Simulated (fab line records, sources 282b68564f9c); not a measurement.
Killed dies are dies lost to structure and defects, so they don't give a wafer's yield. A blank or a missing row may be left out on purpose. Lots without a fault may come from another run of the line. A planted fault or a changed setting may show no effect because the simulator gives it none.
Tool commonality check | flow rit_cmos | 13 lots, 39 wafers sampled

WHY IT WAS OPENED
At RIT_NRETRO_TW_MEAS_10 the reading NRETRO_TW is flagged on 1 of 13 lots. Wafers without a fault read 1056, standard deviation 11.
Rule: a lot is flagged when every wafer of it that has a number lies more than 4 standard deviations from that mean, or none has a number. The other lots count as sound.

lot  | measured    | on            | NRETRO_TW, wafer by wafer | flag
L402 | day 2 20:05 | film_metro-03 | 1073 1077 1068            |
L404 | day 3 04:01 | film_metro-04 | 1056 1053 1050            |
L408 | day 3 23:33 | film_metro-04 | 31 31 31                  | FLAGGED
L412 | day 4 19:05 | film_metro-03 | 1066 1062 1066            |
L414 | day 5 06:37 | film_metro-03 | 1073 1068 1070            |
L415 | day 5 09:06 | film_metro-03 | 1074 1071 1069            |
L416 | day 5 15:47 | film_metro-04 | 1058 1055 1054            |
L417 | day 5 20:26 | film_metro-04 | 1060 1061 1057            |
L418 | day 6 02:29 | film_metro-01 | 1037 1037 1038            |
L419 | day 6 06:33 | film_metro-04 | 1060 1061 1057            |
L420 | day 6 11:32 | film_metro-03 | 1056 1060 1061            |
L421 | day 6 14:41 | film_metro-01 | 1037 1042 1040            |
L422 | day 6 21:06 | film_metro-03 | 1062 1062 1060            |
The numbers of the flagged lots are 31 on average: -1025 against the usual, or -93 standard deviations.

WHICH TOOL RAN EACH LOT
The record holds 1 process step before the reading, out of a route of 202 steps. In each cell: the tool, then ch and the chambers that the sampled wafers went through, then the start.
lot  | flag    | RIT_NWELL_STRIP_09
L402 |         | plasma_asher-03 ch 1, day 2 10:25
L404 |         | plasma_asher-01 ch 0,1, day 2 19:16
L408 | FLAGGED | plasma_asher-04 ch 0,1, day 3 14:49
L412 |         | plasma_asher-01 ch 0,1, day 4 09:40
L414 |         | plasma_asher-01 ch 0, day 4 20:47
L415 |         | plasma_asher-01 ch 0,1, day 5 00:04
L416 |         | plasma_asher-01 ch 0,1, day 5 07:05
L417 |         | plasma_asher-01 ch 1, day 5 11:10
L418 |         | plasma_asher-01 ch 0,1, day 5 17:23
L419 |         | plasma_asher-03 ch 0,1, day 5 20:54
L420 |         | plasma_asher-04 ch 0,1, day 6 02:04
L421 |         | plasma_asher-01 ch 0,1, day 6 05:51
L422 |         | plasma_asher-01 ch 0,1, day 6 11:42
What these steps do:
- RIT_NWELL_STRIP_09: strips in O2, time 180 s.
- RIT_NRETRO_TW_MEAS_10

FLAGGED OVER TOTAL, TOOL BY TOOL (the gauges that took the reading come last)
step                  | tool            | lots run | flagged | share of the flagged lots | sound lots run after its first flagged lot
RIT_NWELL_STRIP_09    | plasma_asher-01 | 9        | 0       | none                      | -
RIT_NWELL_STRIP_09    | plasma_asher-03 | 2        | 0       | none                      | -
RIT_NWELL_STRIP_09    | plasma_asher-04 | 2        | 1       | all                       | 1 (L420)
RIT_NRETRO_TW_MEAS_10 | film_metro-01   | 2        | 0       | none                      | -
RIT_NRETRO_TW_MEAS_10 | film_metro-03   | 6        | 0       | none                      | -
RIT_NRETRO_TW_MEAS_10 | film_metro-04   | 5        | 1       | all                       | 3 (L416,L417,L419)

WHAT THE TABLE ALLOWS
2 rows of the table ran every flagged lot: plasma_asher-04 at RIT_NWELL_STRIP_09, film_metro-04 at RIT_NRETRO_TW_MEAS_10.
- plasma_asher-04 at RIT_NWELL_STRIP_09: 1 of its 2 lots flagged. Sound lots ran on it after the first flagged one (L420), which a lasting fault on the whole tool wouldn't allow. Its own readings lie more than 4 standard deviations out on every wafer of the flagged lots: run_length_s.
- film_metro-04 at RIT_NRETRO_TW_MEAS_10: 1 of its 5 lots flagged. Sound lots ran on it after the first flagged one (L416, L417, L419), which a lasting fault on the whole tool wouldn't allow.
No row of the table ran every flagged lot and no sound lot after the first.

WHAT THE SIMULATOR HAD PUT IN
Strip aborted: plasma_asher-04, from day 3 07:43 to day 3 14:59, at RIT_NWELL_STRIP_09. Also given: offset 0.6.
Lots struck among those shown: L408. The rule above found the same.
